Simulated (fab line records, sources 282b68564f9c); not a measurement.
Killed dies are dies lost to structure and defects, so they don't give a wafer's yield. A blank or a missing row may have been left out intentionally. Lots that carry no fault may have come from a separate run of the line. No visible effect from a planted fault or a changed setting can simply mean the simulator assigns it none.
A single fault, viewed from 2 desks | flow rit cmos | only its own numbers are on each desk; what lay behind them is given at the end

== AT THE TOOL OWNER'S DESK: rie diel-03 ==
The tool's own readings at RIT_SPACER_ETCHBACK_05 (etches Si3N4 in SF6/CHF3, stops on SiO2, target depth 250 nm, time 240 s): means of the sampled wafers that have a number, for each lot that ran on this tool. Marked OUT: a lot whose mean sits more than 4 standard deviations from the usual mean, which makes it out of limits; the brackets give that distance.
Columns: A = CHF3_flow_sccm at RIT_SPACER_ETCHBACK_05, usual 29.99 sccm; B = drypump motor current A at RIT_SPACER_ETCHBACK_05, usual 5.6 A; C = oes product au at RIT_SPACER_ETCHBACK_05, usual 0.835 a.u.; D = run length s at RIT_SPACER_ETCHBACK_05, usual 268.3 s; E = throttle valve pct at RIT_SPACER_ETCHBACK_05, usual 10.34 %
lot  | first seen here | A     | B   | C               | D                       | E
L199 | day 6 02:19     | 30.14 | 5.0 | 0.826           | 268.5                   | 10.29
L202 | day 6 08:16     | 29.96 | 5.3 | 0.674 (-13) OUT | 364.6 (+99 or more) OUT | 10.30
L204 | day 6 11:26     | 29.96 | 5.5 | 0.671 (-14) OUT | 364.7 (+99 or more) OUT | 10.38
L207 | day 6 21:11     | 30.13 | 5.3 | 0.656 (-15) OUT | 364.5 (+99 or more) OUT | 10.34
This desk finds L202, L204, L207 out of limits, L202 being first, at day 6 08:16 (oes product au at RIT_SPACER_ETCHBACK_05). L199: within limits.

== METROLOGY DESK ==
Means of the sampled wafers that have a number, per lot and without regard to the tool the lot ran on: this is what the gauges read. Marked OUT: a lot whose mean sits more than 4 standard deviations from the usual mean, which makes it out of limits; the brackets give that distance. Shown here are 7 of its 10 readings, the ones lying furthest out on some lot.
Columns: A = PLDD_OVL at RIT_PLDD_OVL_MEAS_06, usual 0.8 nm; B = PLDD_TW at RIT_PLDD_TW_MEAS_10, usual 2342; C = SPACER_NITRIDE_THK at RIT_SPACER_THK_MEAS_04, usual 250.5 nm; D = NSD_OVL at RIT_NSD_OVL_MEAS_06, usual -1.0 nm; E = NSD_TW at RIT_NSD_TW_MEAS_10, usual 3129; F = PSD_TW at RIT_PSD_TW_MEAS_10, usual 3446; G = NSD_RS at RIT_SDANNEAL_RS_MEAS_05, usual 84.5 ohm/sq
lot  | first seen here | A    | B    | C     | D    | E    | F    | G
L191 | day 3 19:28     | 2.6  | 2333 | 250.1 | -1.7 | 3165 | 3483 | 85.0
L199 | day 5 22:28     | 2.0  | 2321 | 250.7 | 0.7  | 3163 | 3457 | 84.1
L202 | day 6 04:38     | -1.2 | 2372 | 257.1 | 1.1  | 3162 | 3399 | 84.2
L204 | day 6 07:58     | -0.9 | 2318 | 251.5 | -2.0 | 3155 | 3462 | 84.7
L205 | day 6 08:18     | 2.4  | 2373 | 249.3 | -2.3 | 3142 | 3466 | 84.7
L207 | day 6 18:17     | -0.3 | 2378 | 246.7 | 0.0  | 3160 | 3389 | 84.2
L210 | day 7 06:22     | 0.1  | 2324 | 249.9 | -0.4 | 3087 | 3470 | 84.4
This desk's finding: nothing out of limits on any of the 7 lots.

== PUT TOGETHER ==
At day 6 08:16, on L202, L204, L207, the tool owner's desk was in a position to raise an alarm.
Nothing out of limits was seen by the metrology desk.
The metrology desk holds a record of L202, L204, L207, inside its limits.
Of the lots named, all ran RIT_SPACER_ETCHBACK_05 on rie diel-03.

== WHAT THE SIMULATOR PUT IN ==
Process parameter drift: rie diel-03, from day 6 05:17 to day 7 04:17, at RIT_SPACER_ETCHBACK_05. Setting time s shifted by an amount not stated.
Struck lots among those shown: L202, L204, L207.
Time in hours from fault onset to the first out-of-limits reading at each desk: the tool owner's desk, 3.
